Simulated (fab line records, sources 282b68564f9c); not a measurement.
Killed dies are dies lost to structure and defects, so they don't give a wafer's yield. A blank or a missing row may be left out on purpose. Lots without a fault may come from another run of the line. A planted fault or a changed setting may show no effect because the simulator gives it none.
A struck lot beside a sound one | flow rit_cmos | 44 steps out of a route of 202
Sound: wafers L190.1, L190.2, L190.4. Struck: wafers L202.2, L202.3, L202.4. The cause comes at the end.
At each step with rows: each side's tool, then ch and its chambers, then its first start. Under that, the readings that differ: sound wafers | struck wafers | difference of the means | sigmas: that difference in standard deviations of wafers without a fault.
alike: readings whose means differ by less than 2 such deviations, and words and numbers that are the same on both sides. not compared: withheld readings, readings that some wafer has no value for, bounds like >300 that may hide the same value, and numbers for which the record gives no deviation and whose values overlap.
The two part at a step that has a row with sigmas, a row that says differs or no value, or rows on one side only. Numbers that don't overlap but have no deviation are shown without sigmas and don't part them. A reading that every wafer of one side lacks parts them only if that side has two wafers or more.

first, 3 steps without rows for these wafers: RIT_REOX_CLEAN_01 (cleans in dHF, time 30 s); RIT_REOX_CLEAN_02 (cleans in SC2, time 600 s); RIT_REOX_OXIDATION_03 (target thk 25.2 nm, ox time 5580 s).
RIT_REOX_THK_MEAS_04:
  sound on film_metro-03, day 2 22:02; struck on film_metro-01, day 5 10:29
  alike: REOX_OXIDE_THK
then, 6 steps without rows for these wafers: RIT_NLDD_HMDS_00 (prime time 60 s); RIT_NLDD_COAT_01 (resist thk 1000 nm); RIT_NLDD_SOFTBAKE_02 (time 60 s); RIT_NLDD_EXPOSE_03 (exposes mask M7, target cd 40700 nm); RIT_NLDD_PEB_04; RIT_NLDD_DEVELOP_05 (develop time 50 s).
RIT_NLDD_OVL_MEAS_06:
  sound on overlay-02, day 2 23:09; struck on overlay-02, day 5 11:23
  alike: NLDD_OVL
then, 1 step without rows for these wafers: RIT_NLDD_HARDBAKE_07 (time 60 s).
RIT_NLDD_IMPLANT_08:
  sound on implanter-02 ch 0, day 2 23:20; struck on implanter-04 ch 0, day 5 11:36
  alike: end_station_pressure_torr
RIT_NLDD_STRIP_09: strips in O2, time 180 s.
  sound on plasma_asher-04 ch 0,1, day 2 23:32; struck on plasma_asher-02 ch 0,1, day 5 11:43
  reading                     | sound       | struck      | difference | sigmas
  drypump_motor_current_A (A) | 6.4 5.9 6.3 | 5.1 5.1 4.9 | -1.2       | -2
  not compared: rf_hours_counter_h
RIT_NLDD_TW_MEAS_10:
  sound on film_metro-02, day 2 23:43; struck on film_metro-04, day 5 11:55
  alike: NLDD_TW
then, 6 steps without rows for these wafers: RIT_PLDD_HMDS_00 (prime time 60 s); RIT_PLDD_COAT_01 (resist thk 1000 nm); RIT_PLDD_SOFTBAKE_02 (time 60 s); RIT_PLDD_EXPOSE_03 (exposes mask M8, target cd 40900 nm); RIT_PLDD_PEB_04; RIT_PLDD_DEVELOP_05 (develop time 50 s).
RIT_PLDD_OVL_MEAS_06:
  sound on overlay-02, day 3 00:37; struck on overlay-01, day 5 12:59
  reading       | sound       | struck      | difference | sigmas
  PLDD_OVL (nm) | 2.7 3.8 3.4 | 0.2 0.0 0.7 | -3.0       | -2
then, 2 steps without rows for these wafers: RIT_PLDD_HARDBAKE_07 (time 60 s); RIT_PLDD_IMPLANT_08.
RIT_PLDD_STRIP_09: strips in O2, time 180 s.
  sound on plasma_asher-02 ch 0,1, day 3 00:57; struck on plasma_asher-02 ch 0,1, day 5 13:19
  alike: drypump_motor_current_A
  not compared: rf_hours_counter_h
RIT_PLDD_TW_MEAS_10:
  sound on film_metro-02, day 3 01:08; struck on film_metro-02, day 5 13:30
  alike: PLDD_TW
then, 4 steps without rows for these wafers: RIT_SPACER_CLEAN_00 (cleans in SC1, time 600 s); RIT_SPACER_CLEAN_01 (cleans in dHF, time 30 s); RIT_SPACER_CLEAN_02 (cleans in SC2, time 600 s); RIT_SPACER_CVD_03 (deposits Si3N4 from SiH2Cl2/NH3, target thk 250 nm, time 3300 s).
RIT_SPACER_THK_MEAS_04:
  sound on film_metro-02, day 3 03:29; struck on film_metro-02, day 5 15:52
  alike: SPACER_NITRIDE_THK
RIT_SPACER_ETCHBACK_05: etches Si3N4 in SF6/CHF3, stops on SiO2, target depth 250 nm, time 240 s.
  sound on rie_diel-04 ch 0,2,3, day 3 03:33; struck on rie_diel-01 ch 1,2,3, day 5 15:55
  reading                | sound     | struck  | difference | sigmas
  rf_hours_counter_h (h) | 108 84 95 | 53 36 0 | -66        |
  alike: drypump_motor_current_A, oes_product_au, throttle_valve_pct
then, 6 steps without rows for these wafers: RIT_NSD_HMDS_00 (prime time 60 s); RIT_NSD_COAT_01 (resist thk 1000 nm); RIT_NSD_SOFTBAKE_02 (time 60 s); RIT_NSD_EXPOSE_03 (exposes mask M9, target cd 40700 nm); RIT_NSD_PEB_04; RIT_NSD_DEVELOP_05 (develop time 50 s).
RIT_NSD_OVL_MEAS_06:
  sound on overlay-02, day 3 04:48; struck on overlay-01, day 5 17:02
  alike: NSD_OVL
then, 2 steps without rows for these wafers: RIT_NSD_HARDBAKE_07 (time 60 s); RIT_NSD_IMPLANT_08.
RIT_NSD_STRIP_09: strips in O2, time 180 s.
  sound on plasma_asher-03 ch 0,1, day 3 05:08; struck on plasma_asher-04 ch 0,1, day 5 17:22
  alike: drypump_motor_current_A
  not compared: rf_hours_counter_h
RIT_SDANNEAL_RS_MEAS_07: measures by four-point-probe.
  sound on film_metro-04, day 3 07:35; struck on film_metro-04, day 5 19:58
  reading          | sound             | struck | difference                    | sigmas
  NLDD_RS (ohm/sq) | 155.1 155.2 155.5 | - - -  | no value on the struck wafers |
RIT_M1_PROBE_99:
  sound on prober-02, day 3 14:29; struck on prober-02, day 6 03:01
  reading                                    | sound                | struck               | difference | sigmas
  killed_at_M0_to_M3                         | 0 0 0                | 1 0 0                | +0         | +3
  model.etest.nmos_turned.drive_ua_um        | 334.8 342.1 341.9    | 453.3 487.9 456.6    | +126.3     |
  model.etest.nmos_0p15.drive_ua_um          | 466 472 482.2        | 494.8 502.1 500.1    | +25.6      |
  model.etest.nmos_0p15.swing_mv_dec         | 86.04 86.13 86.41    | 87.3 87.48 87.21     | +1.1       |
  model.etest.nmos_0p15.off_log10_a_um       | -10.13 -10.12 -9.657 | -9.431 -9.213 -9.45  | +0.604     |
  model.etest.retro_edge_nmos.off_log10_a_um | -10.02 -10.29 -9.551 | -9.316 -9.181 -9.205 | +0.720     |
  model.etest.ring.quiet_log10_a (angstrom)  | -7.768 -7.786 -7.397 | -7.357 -7.1 -7.303   | +0.397     |
  model.etest.nmos_turned.isub_log10_a_um    | -7.179 -7.164 -7.125 | -6.986 -7.007 -7.035 | +0.147     |
  model.etest.nmos_0p15.isub_log10_a_um      | -6.939 -7.042 -6.946 | -6.851 -6.881 -6.877 | +0.106     |
  alike: killed_at_contacts, killed_at_front_end, killed_dies, killed_open, killed_short

WHERE THEY PART
First at RIT_NLDD_STRIP_09; last, within this record, at RIT_M1_PROBE_99.

WHY: what the simulator had put in
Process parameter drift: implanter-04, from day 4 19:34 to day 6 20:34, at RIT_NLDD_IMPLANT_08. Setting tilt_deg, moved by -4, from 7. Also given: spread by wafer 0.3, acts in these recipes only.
